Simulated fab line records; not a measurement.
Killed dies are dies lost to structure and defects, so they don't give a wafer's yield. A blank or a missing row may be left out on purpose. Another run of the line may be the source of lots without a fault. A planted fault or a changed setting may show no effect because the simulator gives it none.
A lot that was struck, set against a sound lot :: flow rit cmos :: 14 steps out of a route of 202
Sound: the wafers L434.2, L434.3, L434.4. Struck: wafers L428.2, L428.4, L428.5. At the end, the cause is stated.
Per side, at each step with rows, come the tool, then ch with its chambers, and then its first start. Under that, the readings that differ: sound wafers :: struck wafers :: difference of the means :: sigmas: that difference in standard deviations of wafers without a fault.
alike: words and numbers the same on both sides, and readings whose means are apart by under 2 such deviations; not compared: readings that were withheld, readings missing a value for some wafer, numbers with overlapping values and no deviation given by the record, and bounds like >300 which may hide the same value.
Wherever a step has rows on one side only, a row that says differs or no value, or a row with sigmas, the two part there. Numbers that have no deviation but don't overlap get no sigmas and don't part them. A reading that every wafer of one side lacks parts them only if that side has two wafers or more.

RIT_CONTACT_STRIP_12: strips in O2, time 180 s.
  sound on plasma asher-04 ch 0,1, day 6 18:51; struck on plasma asher-02 ch 0,1, day 5 15:39
  alike: drypump motor current A
  not compared: rf hours counter h
RIT_CONTACT_CD_MEAS_90: the cd target is 1000 nm.
  sound on cd sem-02 at day 6 19:03; struck on cd sem-02 at day 5 15:51
  alike: cd nm
then, 2 steps without rows for these wafers: RIT_CONTACT_CLEAN_13 (cleans in SC1, time 600 s); RIT_CONTACT_CLEAN_14 (cleans in SC2, time 600 s).
RIT_M1_SPUTTER_00: material Al, target thk 400 nm, time 500 s.
  sound on pvd sputter-04 at day 6 19:31; struck on pvd sputter-01 at day 5 16:20
  alike: chamber pressure pa, substrate temp c, throttle valve pct
RIT_M1_RS_MEAS_01: measures by four-point-probe.
  sound on film metro-01 at day 6 19:50; struck on film metro-01 at day 5 16:38
  alike: M1_AL_RS
RIT_M1_THK_MEAS_02: measures by xrf.
  sound on film metro-01 at day 6 19:56; struck on film metro-01 at day 5 16:45
  alike: M1_AL_THK
then, 5 steps without rows for these wafers: RIT_M1_HMDS_03 (prime time 60 s); RIT_M1_COAT_04 (resist thk 1310 nm); RIT_M1_SOFTBAKE_05 (time 60 s); RIT_M1_EXPOSE_06 (exposes mask M12, target cd 2600 nm); RIT_M1_PEB_07.
RIT_M1_DEVELOP_08: develop time 70.86 s.
  sound on litho track-03 ch 0, day 6 20:00; struck on litho track-04, day 5 17:00
  no value came back on the struck wafers for chill plate temp C (C), develop time s (s); on the sound wafers chill plate temp C (C) reads 22.99 22.93 23.10
RIT_M1_CD_MEAS_09: the cd target is 2600 nm.
  sound on cd sem-02 at day 6 21:01; struck on cd sem-01 at day 5 17:42
reading: cd nm (nm)
sound: 2599.8 2599.2 2597.7
struck: - - -
difference: no value on the struck wafers
sigmas: 

WHERE THEY PART
At RIT_M1_DEVELOP_08 first; at RIT_M1_CD_MEAS_09 last (within this record only).

WHY: what the simulator had put in
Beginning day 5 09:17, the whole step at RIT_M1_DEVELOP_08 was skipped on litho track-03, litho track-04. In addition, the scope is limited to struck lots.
